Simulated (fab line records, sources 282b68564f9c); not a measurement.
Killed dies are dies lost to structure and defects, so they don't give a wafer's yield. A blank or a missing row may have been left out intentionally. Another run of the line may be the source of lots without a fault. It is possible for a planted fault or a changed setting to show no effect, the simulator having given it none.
Comparing a struck lot with a sound one || flow ritCmos || 22 out of 202 route steps
Sound: the wafers L732.1, L732.3, L732.6. Wafers L723.1, L723.3, L723.4 were the ones struck. The cause comes at the end.
At each step with rows: each side's tool, then ch and its chambers, then its first start. Under that, the readings that differ: sound wafers || struck wafers || difference of the means || sigmas: that difference in standard deviations of wafers without a fault.
alike: readings with means less than 2 such deviations apart, plus words and numbers identical on both sides. not compared: withheld readings, readings lacking a value on some wafer, bounds such as >300 that could conceal the same value, and numbers that have no deviation in the record and whose values overlap.
Wherever a step has rows on one side only, a row that says differs or no value, or a row with sigmas, the two part there. Non-overlapping numbers with no deviation appear without sigmas and do not part them. Lack of a reading on every wafer of one side parts them only where that side has two or more wafers.

first, 2 steps without rows for these wafers: RIT_NSD_HARDBAKE_07 (time 60 s); RIT_NSD_IMPLANT_08.
RIT_NSD_STRIP_09: strips in O2, time 180 s.
  sound on plasmaAsher-02 ch 1, day 6 18:05; struck on plasmaAsher-02 ch 0,1, day 4 20:22
  alike: drypumpMotorCurrentA
  not compared: rfHoursCounterH
RIT_NSD_TW_MEAS_10:
  sound on filmMetro-02, day 6 18:16; struck on filmMetro-03, day 4 20:33
  alike: NSD_TW
then, 6 steps without rows for these wafers: RIT_PSD_HMDS_00 (prime time 60 s); RIT_PSD_COAT_01 (resist thk 1000 nm); RIT_PSD_SOFTBAKE_02 (time 60 s); RIT_PSD_EXPOSE_03 (exposes mask M10, target cd 40900 nm); RIT_PSD_PEB_04; RIT_PSD_DEVELOP_05 (develop time 50 s).
RIT_PSD_OVL_MEAS_06:
  sound on overlay-02, day 6 19:18; struck on overlay-02, day 4 21:28
  alike: PSD_OVL
then, 1 step without rows for these wafers: RIT_PSD_HARDBAKE_07 (time 60 s).
RIT_PSD_IMPLANT_08:
  sound on implanter-01 ch 0, day 6 19:29; struck on implanter-03 ch 0, day 4 21:39
{"reading": "tiltDeg (degrees)", "sound": "6.979 6.989 7.005", "struck": "3.006 2.970 2.966", "difference": -4.010, "sigmas": "-99 or more"}
RIT_PSD_STRIP_09: strips in O2, time 180 s.
  sound on plasmaAsher-04 ch 0,1, day 6 19:38; struck on plasmaAsher-03 ch 0,1, day 4 21:48
  alike: drypumpMotorCurrentA
  not compared: rfHoursCounterH
RIT_PSD_TW_MEAS_10:
  sound on filmMetro-02, day 6 19:49; struck on filmMetro-02, day 4 21:58
  alike: PSD_TW
then, 3 steps without rows for these wafers: RIT_SDANNEAL_CLEAN_00 (cleans in SC1, time 600 s); RIT_SDANNEAL_CLEAN_01 (cleans in dHF, time 30 s); RIT_SDANNEAL_CLEAN_02 (cleans in SC2, time 600 s).
RIT_SDANNEAL_RTA_03: time 5 s.
  sound on rtpAnneal-01 ch 0, day 6 20:14; struck on rtpAnneal-02 ch 0, day 4 22:26
  alike: rampUpCPerS, wafer_temp_C_max
RIT_SDANNEAL_RS_MEAS_04: measurement is done with a four-point probe.
  sound on filmMetro-02, day 6 20:18; struck on filmMetro-01, day 4 22:51
{"reading": "PSD_RS (ohm/sq)", "sound": "115.72 116.01 115.58", "struck": "120.21 120.11 120.18", "difference": "+4.40", "sigmas": "+17"}
  not compared: hold
RIT_SDANNEAL_RS_MEAS_05: measurement is done with a four-point probe.
  sound on filmMetro-02, day 6 20:25; struck on filmMetro-01, day 5 02:00
{"reading": "hold", "sound": "- - -", "struck": "awaitDispo/3.0h/release awaitDispo/3.0h/release awaitDispo/3.0h/release", "difference": "no value on the sound wafers", "sigmas": ""}
  alike: NSD_RS
RIT_M1_PROBE_99:
  sound on prober-02, day 7 04:43; struck on prober-01, day 5 09:57
  alike: killed_at_M0_to_M3, killedAtFrontEnd, killedDies, killedOpen, killedShort

## WHERE THEY PART
At RIT_PSD_IMPLANT_08 first; at RIT_SDANNEAL_RS_MEAS_05 last (within this record only). Later steps at which nothing parts them and some readings are alike: RIT_M1_PROBE_99.

WHY: the cause the simulator had injected
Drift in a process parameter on implanter-03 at RIT_PSD_IMPLANT_08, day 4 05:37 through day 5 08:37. From 7, the setting tiltDeg moved by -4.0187. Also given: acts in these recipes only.
